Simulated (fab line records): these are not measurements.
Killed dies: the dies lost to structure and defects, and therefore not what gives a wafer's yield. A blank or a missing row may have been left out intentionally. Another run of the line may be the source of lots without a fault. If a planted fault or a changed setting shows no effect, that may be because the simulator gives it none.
The tool behind it: which one? ; flow rit cmos ; Sampling: 7 lots, 21 wafers, 2 of 202 route steps

== WHAT THE GAUGES SHOWED, per wafer ==
RIT_NWELL_OVL_MEAS_06.
lot;measured;on;NWELL_OVL (nm)
L996;day 2 09:28;overlay-01;0.5 0.9 0.7
L998;day 2 14:19;overlay-01;-1.5 -4.5 -2.7
L101;day 3 03:55;overlay-02;-180.5 -180.5 -181.1
L104;day 3 21:50;overlay-02;-179.1 -181.9 -180.1
L107;day 4 13:52;overlay-02;-181.8 -183.0 -182.5
L112;day 5 11:23;overlay-02;0.7 -0.5 0.4
L117;day 6 13:08;overlay-01;-1.3 -2.1 -0.8

== TOOL THAT RAN EACH LOT (tool first, then ch and the chambers of the sampled wafers, then the start) ==
lot;RIT_NWELL_EXPOSE_03
L996;iline stepper-01 ch 0, day 2 09:02
L998;iline stepper-02 ch 0, day 2 13:55
L101;iline stepper-01 ch 0, day 3 03:29
L104;iline stepper-01 ch 0, day 3 21:25
L107;iline stepper-01 ch 0, day 4 13:26
L112;iline stepper-02 ch 0, day 5 10:59
L117;iline stepper-02 ch 0, day 6 12:43
- RIT_NWELL_EXPOSE_03: exposes mask M2, target cd 43900 nm.

== THE ANSWER, worked out from the rows above alone ==
Rule: what is usual is taken from the lots themselves. Put in order of their means at a reading, lots are off if they are a third of the lots or fewer, leave a main group of 4 or more, and stand apart from it by a gap of 3 or more times the standard deviation of the main group's means; of several such gaps the widest counts. The tables above print the reading to a certain number of digits; a main group whose means all agree to those digits is not used. A lot without any number at a reading at which 4 lots or more have one is off too. Where the step has rows for the other lots, those lots are counted as sound.
Across all readings shown, no lot is off: no conclusion can be drawn from this.

== WHAT THE SIMULATOR HAD INSERTED ==
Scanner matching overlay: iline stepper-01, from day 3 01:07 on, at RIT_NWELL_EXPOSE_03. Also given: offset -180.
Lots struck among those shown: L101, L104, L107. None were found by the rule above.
